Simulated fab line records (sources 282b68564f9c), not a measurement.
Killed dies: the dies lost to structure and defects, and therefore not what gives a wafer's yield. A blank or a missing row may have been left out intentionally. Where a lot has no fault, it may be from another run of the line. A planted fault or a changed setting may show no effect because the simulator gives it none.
Split-lot experiment	flow rit cmos	on a route of 202 steps: 5 lots, 23 wafers read

THE SPLIT ITSELF
At RIT_CONTACT_DEVELOP_07 (develop time 120 s), the setting develop time s was moved away from the recipe's 120 s on 9 of the 23 wafers read, by -13.1% to +5.0%. For the rest of the wafers, this setting stayed at what the recipe calls for.

FROM THE SPLIT TO THE READING: what the file shows between them, 4 steps
- RIT_CONTACT_CD_MEAS_08: target cd 1000 nm
- RIT_CONTACT_HARDBAKE_10: time 60 s
- RIT_CONTACT_ETCH_11: etches SiO2 in CHF3/CF4/Ar, stops on TiSi2, target depth 480 nm, time 320 s
- RIT_CONTACT_STRIP_12: strips in O2, time 180 s

THE READING
Shown in nm: cd nm at RIT_CONTACT_CD_MEAS_90, with target cd 1000 nm. A value of 1000.2 nm with a standard deviation of 2.5 nm is what fault-free wafers of this fab line usually give.

wafer	tool, chamber at the split	develop time s as run, s	against the recipe	cd nm, nm	against lot-mates on the recipe
L076.1	litho track-04, 0	120	recipe	1000.3	-
L076.4	litho track-04, 0	120	recipe	1001.0	-
L076.5	litho track-04, 0	120	recipe	999.8	-
L077.1	litho track-03, 0	120	recipe	1003.9	-
L077.2	litho track-03, 0	124.9	+4.1%	1007.2	+4.0
L077.3	litho track-03, 0	120	recipe	1001.1	-
L077.4	litho track-03, 0	120	recipe	1004.7	-
L077.6	litho track-03, 0	124.9	+4.1%	1007.3	+4.1
L079.2	litho track-04, 0	120	recipe	1002.2	-
L079.3	litho track-04, 0	126	+5.0%	1002.6	+2.2
L079.4	litho track-04, 0	120	recipe	998.5	-
L079.5	litho track-04, 0	120	recipe	1000.5	-
L079.6	litho track-04, 0	126	+5.0%	1004.1	+3.7
L082.2	litho track-03, 0	113.1	-5.8%	993.7	-5.2
L082.3	litho track-03, 0	120	recipe	998.9	-
L082.4	litho track-03, 0	113.1	-5.8%	993.2	-5.8
L082.5	litho track-03, 0	120	recipe	999.0	-
L082.6	litho track-03, 0	113.1	-5.8%	992.4	-6.6
L085.1	litho track-03, 0	120	recipe	1002.2	-
L085.2	litho track-03, 0	120	recipe	1004.2	-
L085.3	litho track-03, 0	104.3	-13.1%	990.3	-12.1
L085.4	litho track-03, 0	104.3	-13.1%	990.5	-11.9
L085.5	litho track-03, 0	120	recipe	1000.8	-

FIT RESULTS
A straight line over all 23 wafers: cd nm changes by +0.928 nm for each +1% of develop time s; r = +0.90; the points scatter about the line by 2.2 nm.
The same after taking each lot's own level away (the mean of its wafers on the recipe; 23 wafers): +0.899 nm for each +1%; r = +0.97; scatter 1.2 nm.
That fit puts the effect of the largest move of develop time s on the reading at 12 nm.
The lots' own levels span 998.95 to 1003.23 nm, that is 1.7 times the standard deviation above.
Consequently the slope shifts little with the lot-to-lot level, the two slopes agreeing.
Check: with one of the wafers moved furthest among these (-13.1%) left out of the fit, the line predicts -11.9 nm for it against its lot-mates. Against them it came out at -12.1 nm.

OTHER SPLITS ON THESE WAFERS
Before the reading, these wafers also passed through other splits. Each is held against what the fit with the lots' levels taken away leaves over:
other split on the same wafers	wafers away from the commonest value	r with cd nm (lot level and that fit taken away)
RIT_PSD_COAT_01 spin rpm	9	+0.00
RIT_SILICIDE_SPUTTER_01 power w	6	+0.15

THE WHOLE CHAIN: every reading that the file lists as answering this split, in the file's order
step	what it does	reading	change (the file's fit)	r (the file's)
RIT_CONTACT_CD_MEAS_08	target cd 1000 nm	cd nm	+0.932 nm for each +1% of the setting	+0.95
RIT_CONTACT_ETCH_11	etches SiO2 in CHF3/CF4/Ar, stops on TiSi2, target depth 480 nm, time 320 s	CONTACT.cd nm (the simulator's own value, which no gauge read)	+0.897 nm for each +1% of the setting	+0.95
RIT_CONTACT_CD_MEAS_90	target cd 1000 nm	cd nm	+0.901 nm for each +1% of the setting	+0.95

FILE'S OWN FIT
cd nm changes by +0.901 nm for each +1% of develop time s, r = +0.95.
